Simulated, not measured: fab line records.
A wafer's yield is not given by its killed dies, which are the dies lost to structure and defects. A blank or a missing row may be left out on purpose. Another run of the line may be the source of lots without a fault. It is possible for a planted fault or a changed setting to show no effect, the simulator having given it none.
Problem report, 8D (eight disciplines) form, completed by code / flow rit-cmos / the parts of the form that need people (team, actions taken, sign-off) are left out

## 1. WHAT WENT WRONG
Across 9 wafers from 3 lots, PLDD_OVL at RIT_PLDD_OVL_MEAS_06 averages 130.7 nm, while fault-free wafers read 0.7 nm with a standard deviation of 1.4. That is +93 standard deviations from the usual mean.
Seen first at day 4 20:13 on overlay-01, wafer L611.1. The record has a number at this step for 36 wafers belonging to 12 lots. Rule for "out" (also "out of limits"): further than 4 standard deviations from the usual mean. The rest of the wafers with a number are treated as sound.

## 2. WHAT IT IS, AND WHAT IT ISN'T
question=which readings at this step | is=PLDD_OVL | is not=-
question=which lots | is=L611, L612, L613 | is not=L602, L603, L604, L605, L606, L607, L617, L621, L622
question=which wafers of those lots | is=all that have a number | is not=-
question=read on which gauges | is=overlay-01, overlay-02 | is not=-
question=when | is=from day 4 20:13 | is not=up to then (18 sound wafers); but 9 sound wafers of L617, L621, L622 came after

## 3. SUSPECTS, AND WHAT RULES EACH OUT
Counting: a tool stays on the suspect list if, at a process step up to the reading, it processed all lots that are out and no sound lot following the first of them.
- the gauge at RIT_PLDD_OVL_MEAS_06 is ruled out. 2 gauges (overlay-01, overlay-02) read the wafers that are out.
- iline-stepper-01 at RIT_PLDD_EXPOSE_03 (exposes mask M8, target cd 40900 nm): kept. All lots that are out passed through it, beginning with L611 at day 4 19:49, and no sound lot followed; its final sound lot before that point was L604 at day 3 13:55.
The count leaves iline-stepper-01 at RIT_PLDD_EXPOSE_03.

## 4. THE CAUSE (what the simulator had put in)
Scanner matching overlay: iline-stepper-01, from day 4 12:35 on, at RIT_PLDD_EXPOSE_03. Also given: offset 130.
Only this tool survived the counting.

## 5. THE EFFECT CHAIN, in route order
Each row: a reading whose mean over the struck wafers that have a number lies more than 3 standard deviations from the usual. Only readings for which the record gives a usual standard deviation are gone through. hours: the time from each lot's start at the first step in this table that gives one to its start at this step, as a median over the lots. sigmas: the change in usual standard deviations.
hours=0; step=RIT_PLDD_OVL_MEAS_06; reading=PLDD_OVL; usual=0.7 nm; on struck wafers=130.7; change=+130.0; sigmas=+93

## 6. WHAT WOULD HAVE CAUGHT IT SOONER
The first out-of-limits reading at a measuring or inspecting step in this record came at day 4 20:13, 8 hours after the fault's start at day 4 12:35.
No tool reading at RIT_PLDD_EXPOSE_03 that has a usual standard deviation in the record was out on any struck wafer, so an alarm limit of 4 standard deviations on those readings would not have fired.
Lots out: 3; of these, L612, L613 started RIT_PLDD_EXPOSE_03 on iline-stepper-01 after day 4 20:13. A hold on the tool at that time would have spared those 2.
